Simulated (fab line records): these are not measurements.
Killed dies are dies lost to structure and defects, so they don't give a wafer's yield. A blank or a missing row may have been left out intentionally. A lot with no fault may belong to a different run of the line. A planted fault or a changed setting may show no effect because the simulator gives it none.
fab line records -- flow berkeleyCmos170 -- part 1 of 2: steps 1 to 28 of 41
[record] lots = 5, wafers = 15, lastDay = 10
route steps=331 shown ACTIVE@63 PFIELD@79 FIELD@89 SACOX@97 SCREENOX@100
lots untouched by any fault: they come from a run of this same line in which no faults occurred
startH: hours from the record's opening day to when the first of the lot's shown wafers began -- waitH: hours since the lot's step before -- " same as the row above -- L1.1+2: one row covering several wafers at once -- - either no value or no given start -- * or withheld: withheld -- < > ~ a bound
route shown NAME@n: names a module that has steps shown in the file, with the first one's number in the route -- usual: mean and standard deviation over wafers with no fault -- same: alike in all rows -- chamber/n: place in a boat -- sites: the reading at each site -- _std_site: their standard deviation -- _edge_site: mean of outer sites minus mean of inner sites -- radiusMm: how far each site lies from the wafer's centre -- mask NAME#n: copy n -- behind: the last tool/chamber to shape the wafer -- hold: why the lot was held/for how many hours/how that ended -- device: the n, p or np transistor that did not switch -- end of line: tests run on the same wafers once the route is complete -- a step with no rows: only its recipe -- killed: dies lost to structure and defects at the first sort, not the wafer's yield -- map: a wafer's dies, x killed, . not, _ none there
set.NAME: the setting as run; set.NAME@STEP: as run at that earlier step -- model.NAME: the simulator's own value behind a step, which no gauge read
lots seen at some steps along the route; tables by step, rows by wafer
services: when a tool's chamber went out of use (startH, in hours from the record's first day, below 0 if earlier), for how many hours, and the reason
[[steps]]
[step UCB170_ACTIVE_THK_MEAS_03]
[recipe] reads = SiO2_of_ACTIVE_OXIDATION_02
[usual] ACTIVE_OXIDE_THK = 26.4/0.52
lot.wafer,tool,chamber,startH,waitH,ACTIVE_OXIDE_THK[nm]
L075.2,filmMetro-03,-,89.52,0.0,26.4
L075.4,filmMetro-03,-,89.52,0.0,26.4
L075.5,filmMetro-03,-,89.52,0.0,26.7
L077.3,filmMetro-01,-,96.02,0.0,25.1
L077.4,filmMetro-01,-,96.02,0.0,26.0
L077.6,filmMetro-01,-,96.02,0.0,25.6
L079.1,filmMetro-03,-,104.06,0.0,26.5
L079.4,filmMetro-03,-,104.06,0.0,26.4
L079.5,filmMetro-03,-,104.06,0.0,26.2
L085.2,filmMetro-03,-,148.25,0.0,26.5
L085.3,filmMetro-03,-,148.25,0.0,26.1
L085.5,filmMetro-03,-,148.25,0.0,26.4
L087.4,filmMetro-01,-,148.27,0.0,26.5
L087.5,filmMetro-01,-,148.27,0.0,26.7
L087.6,filmMetro-01,-,148.27,0.0,26.7
[step UCB170_ACTIVE_ANNEAL_04]
[recipe] tempC = 1000, timeS = 900, ambient = N2
[usual] spikeTcCentreC = 1002.3/0.96
lot.wafer,tool,chamber,startH,waitH,spikeTcCentreC
L075.2,furnace-02,0,95.38,5.9,1002.6
L075.4,furnace-02,0,95.38,5.9,1001.5
L075.5,furnace-02,0,95.38,5.9,1002.1
L077.3,furnace-01,0,101.60,5.6,1002.7
L077.4,furnace-01,0,101.60,5.6,1003.8
L077.6,furnace-01,0,101.60,5.6,1001.1
L079.1,furnace-04,0,107.13,3.1,1003.2
L079.4,furnace-04,0,107.13,3.1,1003.1
L079.5,furnace-04,0,107.13,3.1,1001.5
L085.2,furnace-02,0,150.99,2.7,1003.2
L085.3,furnace-02,0,150.99,2.7,1001.9
L085.5,furnace-02,0,150.99,2.7,1002.0
L087.4,furnace-02,0,150.99,2.7,1001.3
L087.5,furnace-02,0,150.99,2.7,1003.7
L087.6,furnace-02,0,150.99,2.7,1003.1
[step UCB170_ACTIVE_CVD_05]
[recipe] material = Si3N4, targetThkNm = 220, tempC = 800, precursor = SiH2Cl2/NH3, timeS = 3300, pressureMtorr = 200, sih2cl2FlowSccm = 25, nh3FlowSccm = 75
[usual] spikeTcCentreC = 801.8/1
lot.wafer,tool,chamber,startH,waitH,spikeTcCentreC
L075.2,lpcvd-01,0,96.63,0.0,801.5
L075.4,lpcvd-01,0,96.63,0.0,801.4
L075.5,lpcvd-01,0,96.63,0.0,801.3
L077.3,lpcvd-02,0,102.85,0.0,802.7
L077.4,lpcvd-02,0,102.85,0.0,801.8
L077.6,lpcvd-02,0,102.85,0.0,802.2
L079.1,lpcvd-02,1,108.38,0.0,800.9
L079.4,lpcvd-02,1,108.38,0.0,801.7
L079.5,lpcvd-02,1,108.38,0.0,802.7
L085.2,lpcvd-02,1,152.24,0.0,802.2
L085.3,lpcvd-02,1,152.24,0.0,800.9
L085.5,lpcvd-02,1,152.24,0.0,800.7
L087.4,lpcvd-02,1,152.24,0.0,799.4
L087.5,lpcvd-02,1,152.24,0.0,802.3
L087.6,lpcvd-02,1,152.24,0.0,801.7
[step UCB170_ACTIVE_THK_MEAS_06]
[recipe] reads = Si3N4_of_ACTIVE_CVD_05
[usual] ACTIVE_NITRIDE_THK = 220.9/2.1
lot.wafer,tool,chamber,startH,waitH,ACTIVE_NITRIDE_THK[nm]
L075.2,filmMetro-04,-,98.55,0.0,221.0
L075.4,filmMetro-04,-,98.55,0.0,221.2
L075.5,filmMetro-04,-,98.55,0.0,222.5
L077.3,filmMetro-03,-,105.75,0.0,223.8
L077.4,filmMetro-03,-,105.75,0.0,222.0
L077.6,filmMetro-03,-,105.75,0.0,222.2
L079.1,filmMetro-01,-,110.30,0.0,221.3
L079.4,filmMetro-01,-,110.30,0.0,218.8
L079.5,filmMetro-01,-,110.30,0.0,220.5
L085.2,filmMetro-01,-,154.17,0.0,223.1
L085.3,filmMetro-01,-,154.17,0.0,223.8
L085.5,filmMetro-01,-,154.17,0.0,221.9
L087.4,filmMetro-03,-,154.19,0.0,222.0
L087.5,filmMetro-03,-,154.19,0.0,220.8
L087.6,filmMetro-03,-,154.19,0.0,220.4
[step UCB170_ACTIVE_HMDS_07]
[recipe] primeTimeS = 60, primeTempC = 100
lot.wafer,tool,chamber,startH,waitH
L075.2+4+5,lithoTrack-01,0,98.63,0.1
L077.3+4+6,lithoTrack-01,0,106.11,0.4
L079.1+4+5,lithoTrack-03,0,110.36,0.1
L087.4+5+6,lithoTrack-02,0,154.45,0.2
L085.2+3+5,lithoTrack-03,0,154.75,0.6
[step UCB170_ACTIVE_COAT_08]
[recipe] resist = KrF, spinRpm = 1500, resistThkNm = 900
lot.wafer,tool,chamber,startH,waitH
L075.2+4+5,lithoTrack-01,0,98.78,0.1
L077.3+4+6,lithoTrack-01,0,106.26,0.1
L079.1+4+5,lithoTrack-03,0,110.51,0.1
L087.4+5+6,lithoTrack-02,0,154.60,0.1
L085.2+3+5,lithoTrack-03,0,154.90,0.1
[step UCB170_ACTIVE_SOFTBAKE_09]
[recipe] resist = KrF, tempC = 130, timeS = 60
[usual] plateTempC = 130.04/0.12
lot.wafer,tool,chamber,startH,waitH,plateTempC
L075.2,lithoTrack-01,0,98.93,0.1,129.85
L075.4,lithoTrack-01,0,98.93,0.1,130.13
L075.5,lithoTrack-01,0,98.93,0.1,129.89
L077.3,lithoTrack-01,0,106.41,0.1,130.02
L077.4,lithoTrack-01,0,106.41,0.1,130.13
L077.6,lithoTrack-01,0,106.41,0.1,129.97
L079.1,lithoTrack-03,0,110.66,0.1,130.02
L079.4,lithoTrack-03,0,110.66,0.1,129.92
L079.5,lithoTrack-03,0,110.66,0.1,130.10
L087.4,lithoTrack-02,0,154.75,0.1,130.02
L087.5,lithoTrack-02,0,154.75,0.1,130.16
L087.6,lithoTrack-02,0,154.75,0.1,130.12
L085.2,lithoTrack-03,0,155.05,0.1,130.13
L085.3,lithoTrack-03,0,155.05,0.1,130.09
L085.5,lithoTrack-03,0,155.05,0.1,130.13
[step UCB170_ACTIVE_EXPOSE_10]
[recipe] maskId = ACTIVE, targetCdNm = 1200, na = 0.5, sigmaOuter = 0.6, sourceShape = conventional, doseMj = 20
lot.wafer,tool,chamber,startH,waitH,mask
L075.2+4+5,krfScanner-02,0,99.44,0.5,ACTIVE#0
L077.3+4+6,krfScanner-01,0,106.77,0.3,ACTIVE#0
L079.1+4+5,krfScanner-02,0,111.18,0.5,ACTIVE#0
L087.4+5+6,krfScanner-02,0,155.01,0.2,ACTIVE#0
L085.2+3+5,krfScanner-02,0,155.55,0.5,ACTIVE#0
[step UCB170_ACTIVE_PEB_11]
[recipe] pebTempC = 130, pebTimeS = withheld, resist = KrF
[usual] plateTempC = 129.96/0.14
lot.wafer,tool,chamber,startH,waitH,plateTempC
L075.2,lithoTrack-01,0,99.56,0.1,129.76
L075.4,lithoTrack-01,0,99.56,0.1,129.88
L075.5,lithoTrack-01,0,99.56,0.1,130.01
L077.3,lithoTrack-01,0,107.66,0.9,130.01
L077.4,lithoTrack-01,0,107.66,0.9,130.04
L077.6,lithoTrack-01,0,107.66,0.9,130.17
L079.1,lithoTrack-01,0,111.29,0.1,129.75
L079.4,lithoTrack-01,0,111.29,0.1,129.77
L079.5,lithoTrack-01,0,111.29,0.1,129.66
L087.4,lithoTrack-01,0,155.37,0.3,129.81
L087.5,lithoTrack-01,0,155.37,0.3,130.15
L087.6,lithoTrack-01,0,155.37,0.3,129.88
L085.2,lithoTrack-03,0,155.68,0.1,129.97
L085.3,lithoTrack-03,0,155.68,0.1,130.12
L085.5,lithoTrack-03,0,155.68,0.1,129.92
[step UCB170_ACTIVE_DEVELOP_12]
[recipe] developer = TMAH, developTimeS = 45, resist = KrF, devTempC = 21
lot.wafer,tool,chamber,startH,waitH
L075.2+4+5,lithoTrack-01,0,-,-
L077.3+4+6,lithoTrack-01,0,-,-
L079.1+4+5,lithoTrack-01,0,-,-
L087.4+5+6,lithoTrack-01,0,-,-
L085.2+3+5,lithoTrack-03,0,-,-
[step UCB170_ACTIVE_CD_MEAS_13]
[recipe] targetCdNm = 1200
[usual] cdNm = 1200.4/1.5
lot.wafer,tool,chamber,startH,waitH,cdNm
L075.2,cdSem-01,-,99.83,-,1203.5
L075.4,cdSem-01,-,99.83,-,1202.4
L075.5,cdSem-01,-,99.83,-,1202.3
L077.3,cdSem-01,-,107.93,-,1200.5
L077.4,cdSem-01,-,107.93,-,1200.8
L077.6,cdSem-01,-,107.93,-,1200.4
L079.1,cdSem-01,-,111.57,-,1201.4
L079.4,cdSem-01,-,111.57,-,1200.3
L079.5,cdSem-01,-,111.57,-,1202.3
L087.4,cdSem-01,-,155.63,-,1200.6
L087.5,cdSem-01,-,155.63,-,1200.6
L087.6,cdSem-01,-,155.63,-,1199.5
L085.2,cdSem-01,-,156.15,-,1198.7
L085.3,cdSem-01,-,156.15,-,1198.5
L085.5,cdSem-01,-,156.15,-,1199.1
[step UCB170_ACTIVE_OVL_MEAS_14]
[usual] ACTIVE_OVL = -4/5.3
lot.wafer,tool,chamber,startH,waitH,ACTIVE_OVL[nm]
L075.2,overlay-01,-,99.94,0.1,-8
L075.4,overlay-01,-,99.94,0.1,-2
L075.5,overlay-01,-,99.94,0.1,-5
L077.3,overlay-01,-,108.02,0.1,-1
L077.4,overlay-01,-,108.02,0.1,-11
L077.6,overlay-01,-,108.02,0.1,-11
L079.1,overlay-01,-,111.69,0.1,-13
L079.4,overlay-01,-,111.69,0.1,-14
L079.5,overlay-01,-,111.69,0.1,-8
L087.4,overlay-02,-,155.70,0.1,-1
L087.5,overlay-02,-,155.70,0.1,-8
L087.6,overlay-02,-,155.70,0.1,-1
L085.2,overlay-01,-,156.26,0.1,-3
L085.3,overlay-01,-,156.26,0.1,-6
L085.5,overlay-01,-,156.26,0.1,-4
[step UCB170_ACTIVE_ETCH_15]
[recipe] chemistry = CH3F/Ar/O2, target = Si3N4, stopOn = SiO2, CH3F_flow_sccm = 20, Ar_flow_sccm = 50, O2_flow_sccm = 7, pressureMtorr = 50, rfW = 450, targetDepthA = 2420, overEtchFrac = 0.1, timeS = 151
[usual] drypumpMotorCurrentA = 5.8/0.58, mfcArSccm = 50.00/0.15, oesProductAu = 0.942/0.012, throttleValvePct = 8.02/0.11
lot.wafer,tool,chamber,startH,waitH,drypumpMotorCurrentA,mfcArSccm,oesProductAu,rfHoursCounterH,throttleValvePct
L075.2,rieDiel-02,3,99.97,0.0,6.4,50.03,0.944,54,8.18
L075.4,rieDiel-02,2,99.97,0.0,5.6,50.13,0.920,-,8.19
L075.5,rieDiel-02,3,99.97,0.0,6.5,50.18,0.956,-,8.19
L077.3,rieDiel-02,0,108.04,0.0,5.8,50.09,0.962,36,8.01
L077.4,rieDiel-02,3,108.04,0.0,6.4,50.35,0.950,54,8.18
L077.6,rieDiel-02,3,108.04,0.0,6.5,50.19,0.944,-,8.19
L079.1,rieDiel-03,2,111.72,0.0,5.7,49.78,0.935,12,7.84
L079.4,rieDiel-03,2,111.72,0.0,5.7,49.98,0.920,-,7.86
L079.5,rieDiel-03,3,111.72,0.0,4.6,50.18,0.940,-,7.98
L087.4,rieDiel-03,2,155.72,0.0,5.8,49.95,0.927,14,7.85
L087.5,rieDiel-03,1,155.72,0.0,5.3,50.07,0.945,-,8.17
L087.6,rieDiel-03,0,155.72,0.0,6.3,49.89,0.947,-,7.99
L085.2,rieDiel-02,3,156.29,0.0,6.4,49.84,0.946,55,8.20
L085.3,rieDiel-02,2,156.29,0.0,5.6,50.13,0.929,140,8.18
L085.5,rieDiel-02,1,156.29,0.0,6.3,49.67,0.946,-,7.89
[step UCB170_ACTIVE_STRIP_16]
[recipe] chemistry = O2, powerW = 400, pressureMtorr = 3500, platenTempC = withheld, o2FlowSccm = 400, overashFraction = 0.5
[usual] drypumpMotorCurrentA = 5.7/0.46, o2FlowSccm = 400.0/1.2, oesProductAu = 0.721/0.0052, stripTimeToEndpointS = 18.09/0.09
lot.wafer,tool,chamber,startH,waitH,drypumpMotorCurrentA,o2FlowSccm,oesProductAu,rfHoursCounterH,stripTimeToEndpointS
L075.2,plasmaAsher-01,0,100.07,0.1,6.2,401.4,0.712,36,18.03
L075.4,plasmaAsher-01,0,100.07,0.1,6.2,400.6,0.729,-,18.05
L075.5,plasmaAsher-01,1,100.07,0.1,5.0,401.9,0.715,-,18.04
L077.3,plasmaAsher-01,0,108.18,0.1,6.2,399.6,0.715,-,18.01
L077.4,plasmaAsher-01,1,108.18,0.1,5.0,399.6,0.729,-,18.13
L077.6,plasmaAsher-01,1,108.18,0.1,4.9,399.2,0.719,-,18.13
L079.1,plasmaAsher-01,0,111.82,0.1,6.2,398.0,0.720,37,18.24
L079.4,plasmaAsher-01,0,111.82,0.1,6.2,398.2,0.717,-,18.15
L079.5,plasmaAsher-01,0,111.82,0.1,6.2,399.2,0.714,-,18.20
L087.4,plasmaAsher-02,1,155.86,0.1,5.7,399.8,0.715,-,18.02
L087.5,plasmaAsher-02,1,155.86,0.1,5.7,399.8,0.722,-,17.97
L087.6,plasmaAsher-02,0,155.86,0.1,5.6,399.6,0.716,-,17.90
L085.2,plasmaAsher-02,1,156.39,0.1,5.7,400.0,0.727,42,18.22
L085.3,plasmaAsher-02,0,156.39,0.1,5.5,401.9,0.714,-,18.15
L085.5,plasmaAsher-02,1,156.39,0.1,5.7,399.7,0.721,-,18.13
[step UCB170_ACTIVE_CD_MEAS_90]
[recipe] targetCdNm = 1200
[usual] cdNm = 1200.3/1.5
lot.wafer,tool,chamber,startH,waitH,cdNm
L075.2,cdSem-01,-,100.19,0.1,1203.9
L075.4,cdSem-01,-,100.19,0.1,1202.6
L075.5,cdSem-01,-,100.19,0.1,1202.1
L077.3,cdSem-01,-,108.28,0.1,1200.2
L077.4,cdSem-01,-,108.28,0.1,1200.7
L077.6,cdSem-01,-,108.28,0.1,1200.2
L079.1,cdSem-02,-,111.92,0.1,1201.7
L079.4,cdSem-02,-,111.92,0.1,1200.5
L079.5,cdSem-02,-,111.92,0.1,1202.3
L087.4,cdSem-01,-,156.07,0.2,1201.1
L087.5,cdSem-01,-,156.07,0.2,1200.4
L087.6,cdSem-01,-,156.07,0.2,1199.2
L085.2,cdSem-01,-,156.75,0.3,1199.0
L085.3,cdSem-01,-,156.75,0.3,1198.7
L085.5,cdSem-01,-,156.75,0.3,1198.6
[step UCB170_ACTIVE_CLEAN_17]
[recipe] chemistry = SPM, tempC = 120, timeS = 600
lot.wafer,tool,chamber,startH,waitH
L075.2+4+5,wetBench-04,2,103.07,2.9
L077.3+4+6,wetBench-04,3,108.36,0.1
L079.1+4+5,wetBench-03,1,112.43,0.5
L087.4+5+6,wetBench-04,1,156.25,0.2
L085.2+3+5,wetBench-04,3,156.85,0.1
[step UCB170_PFIELD_HMDS_00]
[recipe] primeTimeS = 60, primeTempC = 100
lot.wafer,tool,chamber,startH,waitH
L075.2+4+5,lithoTrack-04,0,103.27,0.0
L077.3+4+6,lithoTrack-02,0,108.59,0.1
L079.1+4+5,lithoTrack-04,0,112.62,0.0
L087.4+5+6,lithoTrack-03,0,156.51,0.1
L085.2+3+5,lithoTrack-02,0,157.10,0.1
[step UCB170_PFIELD_COAT_01]
[recipe] resist = KrF, spinRpm = 1500, resistThkNm = 900
lot.wafer,tool,chamber,startH,waitH
L075.2+4+5,lithoTrack-04,0,103.42,0.1
L077.3+4+6,lithoTrack-02,0,108.74,0.1
L079.1+4+5,lithoTrack-04,0,112.77,0.1
L087.4+5+6,lithoTrack-03,0,156.66,0.1
L085.2+3+5,lithoTrack-02,0,157.25,0.1
[step UCB170_PFIELD_SOFTBAKE_02]
[recipe] resist = KrF, tempC = 130, timeS = 60
[usual] plateTempC = 130.00/0.14
lot.wafer,tool,chamber,startH,waitH,plateTempC
L075.2,lithoTrack-04,0,103.57,0.1,129.94
L075.4,lithoTrack-04,0,103.57,0.1,129.75
L075.5,lithoTrack-04,0,103.57,0.1,129.90
L077.3,lithoTrack-02,0,108.89,0.1,130.11
L077.4,lithoTrack-02,0,108.89,0.1,130.01
L077.6,lithoTrack-02,0,108.89,0.1,129.84
L079.1,lithoTrack-04,0,112.92,0.1,130.12
L079.4,lithoTrack-04,0,112.92,0.1,130.14
L079.5,lithoTrack-04,0,112.92,0.1,130.13
L087.4,lithoTrack-03,0,156.81,0.1,130.34
L087.5,lithoTrack-03,0,156.81,0.1,129.99
L087.6,lithoTrack-03,0,156.81,0.1,130.22
L085.2,lithoTrack-02,0,157.40,0.1,130.19
L085.3,lithoTrack-02,0,157.40,0.1,130.35
L085.5,lithoTrack-02,0,157.40,0.1,130.13
[step UCB170_PFIELD_EXPOSE_03]
[recipe] maskId = PFIELD, na = 0.5, sigmaOuter = 0.6, sourceShape = conventional, targetCdNm = 1500, doseMj = 30
lot.wafer,tool,chamber,startH,waitH,mask
L075.2+4+5,krfScanner-01,0,104.02,0.4,PFIELD#0
L077.3+4+6,krfScanner-02,0,109.15,0.2,PFIELD#0
L079.1+4+5,krfScanner-02,0,113.43,0.5,PFIELD#0
L087.4+5+6,krfScanner-01,0,156.95,0.1,PFIELD#0
L085.2+3+5,krfScanner-02,0,157.67,0.2,PFIELD#0
[step UCB170_PFIELD_PEB_04]
[recipe] pebTempC = 130, pebTimeS = withheld, resist = KrF
[usual] plateTempC = 129.97/0.13
lot.wafer,tool,chamber,startH,waitH,plateTempC
L075.2,lithoTrack-03,0,104.79,0.7,129.93
L075.4,lithoTrack-03,0,104.79,0.7,129.74
L075.5,lithoTrack-03,0,104.79,0.7,129.88
L077.3,lithoTrack-03,0,109.28,0.1,130.11
L077.4,lithoTrack-03,0,109.28,0.1,129.94
L077.6,lithoTrack-03,0,109.28,0.1,129.85
L079.1,lithoTrack-04,0,113.55,0.1,130.21
L079.4,lithoTrack-04,0,113.55,0.1,129.87
L079.5,lithoTrack-04,0,113.55,0.1,130.06
L087.4,lithoTrack-03,0,157.08,0.1,130.02
L087.5,lithoTrack-03,0,157.08,0.1,130.09
L087.6,lithoTrack-03,0,157.08,0.1,130.04
L085.2,lithoTrack-04,0,157.79,0.1,129.78
L085.3,lithoTrack-04,0,157.79,0.1,129.86
L085.5,lithoTrack-04,0,157.79,0.1,129.76
[step UCB170_PFIELD_DEVELOP_05]
[recipe] developer = TMAH, developTimeS = 45, resist = KrF, devTempC = 21
lot.wafer,tool,chamber,startH,waitH
L075.2+4+5,lithoTrack-03,0,-,-
L077.3+4+6,lithoTrack-03,0,-,-
L079.1+4+5,lithoTrack-04,0,-,-
L087.4+5+6,lithoTrack-03,0,-,-
L085.2+3+5,lithoTrack-04,0,-,-
[step UCB170_PFIELD_OVL_MEAS_06]
[usual] PFIELD_OVL = -2/6.4
lot.wafer,tool,chamber,startH,waitH,PFIELD_OVL[nm]
L075.2,overlay-01,-,105.05,-,4
L075.4,overlay-01,-,105.05,-,2
L075.5,overlay-01,-,105.05,-,4
L077.3,overlay-01,-,109.52,-,-7
L077.4,overlay-01,-,109.52,-,-9
L077.6,overlay-01,-,109.52,-,-9
L079.1,overlay-01,-,113.83,-,4
L079.4,overlay-01,-,113.83,-,0
L079.5,overlay-01,-,113.83,-,-7
L087.4,overlay-02,-,157.30,-,6
L087.5,overlay-02,-,157.30,-,0
L087.6,overlay-02,-,157.30,-,9
L085.2,overlay-02,-,158.05,-,-3
L085.3,overlay-02,-,158.05,-,-7
L085.5,overlay-02,-,158.05,-,-6
[step UCB170_PFIELD_IMPLANT_07]
[recipe] species = B, doseCm2 = 2.026e+13, energyKev = 80, tiltDeg = 7
[usual] beamOnS = 10.01/0.19
lot.wafer,tool,chamber,startH,waitH,beamOnS
L075.2,implanter-01,0,105.10,0.0,10.08
L075.4,implanter-01,0,105.10,0.0,9.88
L075.5,implanter-01,0,105.10,0.0,10.29
L077.3,implanter-03,0,109.59,0.1,10.00
L077.4,implanter-03,0,109.59,0.1,10.10
L077.6,implanter-03,0,109.59,0.1,10.25
L079.1,implanter-03,0,113.86,0.0,10.02
L079.4,implanter-03,0,113.86,0.0,9.91
L079.5,implanter-03,0,113.86,0.0,9.95
L087.4,implanter-03,0,157.39,0.1,10.07
L087.5,implanter-03,0,157.39,0.1,9.90
L087.6,implanter-03,0,157.39,0.1,9.92
L085.2,implanter-03,0,158.11,0.0,10.22
L085.3,implanter-03,0,158.11,0.0,10.00
L085.5,implanter-03,0,158.11,0.0,10.11
[step UCB170_PFIELD_STRIP_08]
[recipe] chemistry = O2, powerW = 400, pressureMtorr = 3500, platenTempC = withheld, o2FlowSccm = 400, overashFraction = 0.5
[usual] drypumpMotorCurrentA = 5.9/0.49, o2FlowSccm = 400.1/1.2, oesProductAu = 0.734/0.0045, stripTimeToEndpointS = 21.60/0.071
lot.wafer,tool,chamber,startH,waitH,drypumpMotorCurrentA,o2FlowSccm,oesProductAu,rfHoursCounterH,stripTimeToEndpointS
L075.2,plasmaAsher-03,0,105.23,0.1,6.8,401.0,0.739,38,21.72
L075.4,plasmaAsher-03,0,105.23,0.1,6.8,402.5,0.732,-,21.67
L075.5,plasmaAsher-03,1,105.23,0.1,6.4,400.5,0.731,-,21.69
L077.3,plasmaAsher-02,0,109.72,0.1,5.5,400.4,0.732,-,21.58
L077.4,plasmaAsher-02,1,109.72,0.1,5.7,398.1,0.736,-,21.61
L077.6,plasmaAsher-02,1,109.72,0.1,5.7,399.8,0.738,-,21.60
L079.1,plasmaAsher-02,0,114.01,0.1,5.5,399.9,0.728,37,21.55
L079.4,plasmaAsher-02,0,114.01,0.1,5.6,398.8,0.737,-,21.63
L079.5,plasmaAsher-02,1,114.01,0.1,5.7,400.5,0.733,-,21.56
L087.4,plasmaAsher-04,0,157.50,0.1,6.2,400.1,0.732,-,21.53
L087.5,plasmaAsher-04,1,157.50,0.1,5.3,400.4,0.734,-,21.63
L087.6,plasmaAsher-04,0,157.50,0.1,6.2,398.9,0.735,-,21.59
L085.2,plasmaAsher-02,0,158.23,0.1,5.5,402.4,0.725,42,21.59
L085.3,plasmaAsher-02,0,158.23,0.1,5.5,401.3,0.733,-,21.67
L085.5,plasmaAsher-02,0,158.23,0.1,5.5,401.6,0.728,-,21.59
[step UCB170_PFIELD_TW_MEAS_09]
[usual] PFIELD_TW = 609.1/2.8
lot.wafer,tool,chamber,startH,waitH,PFIELD_TW
L075.2,filmMetro-02,-,105.34,0.1,607.9
L075.4,filmMetro-02,-,105.34,0.1,607.5
L075.5,filmMetro-02,-,105.34,0.1,607.0
L077.3,filmMetro-02,-,109.83,0.1,609.0
L077.4,filmMetro-02,-,109.83,0.1,606.8
L077.6,filmMetro-02,-,109.83,0.1,607.2
L079.1,filmMetro-04,-,114.11,0.1,605.3
L079.4,filmMetro-04,-,114.11,0.1,608.4
L079.5,filmMetro-04,-,114.11,0.1,607.7
L087.4,filmMetro-03,-,157.59,0.1,606.9
L087.5,filmMetro-03,-,157.59,0.1,606.9
L087.6,filmMetro-03,-,157.59,0.1,610.3
L085.2,filmMetro-03,-,158.34,0.1,610.1
L085.3,filmMetro-03,-,158.34,0.1,610.5
L085.5,filmMetro-03,-,158.34,0.1,610.4
[step UCB170_FIELD_CLEAN_00]
[recipe] chemistry = dHF, dilution = 25:1, timeS = 7.5
lot.wafer,tool,chamber,startH,waitH
L075.2+4+5,wetBench-01,3,105.39,0.0
L077.3+4+6,wetBench-01,2,109.87,0.0
L079.1+4+5,wetBench-04,0,114.31,0.2
L087.4+5+6,wetBench-04,1,157.62,0.0
L085.2+3+5,wetBench-04,2,158.39,0.0
[step UCB170_FIELD_OXIDATION_01]
[recipe] tempC = 1000, ambient = H2O, pH2oTorr = 584.62, targetThkA = 5583, oxTimeS = 7200
[usual] spikeTcCentreC = 1002.5/1
lot.wafer,tool,chamber,startH,waitH,spikeTcCentreC
L075.2,furnace-01,0,108.28,2.9,1002.1
L075.4,furnace-01,0,108.28,2.9,1001.7
L075.5,furnace-01,0,108.28,2.9,1001.8
L077.3,furnace-02,0,114.51,4.6,1002.7
L077.4,furnace-02,0,114.51,4.6,1001.4
L077.6,furnace-02,0,114.51,4.6,1001.8
L079.1,furnace-02,0,114.51,0.2,1003.3
L079.4,furnace-02,0,114.51,0.2,1003.3
L079.5,furnace-02,0,114.51,0.2,1003.5
L085.2,furnace-02,0,161.74,3.3,1002.6
L085.3,furnace-02,0,161.74,3.3,1001.6
L085.5,furnace-02,0,161.74,3.3,1001.9
L087.4,furnace-02,0,161.74,4.1,1003.5
L087.5,furnace-02,0,161.74,4.1,1001.8
L087.6,furnace-02,0,161.74,4.1,1003.2
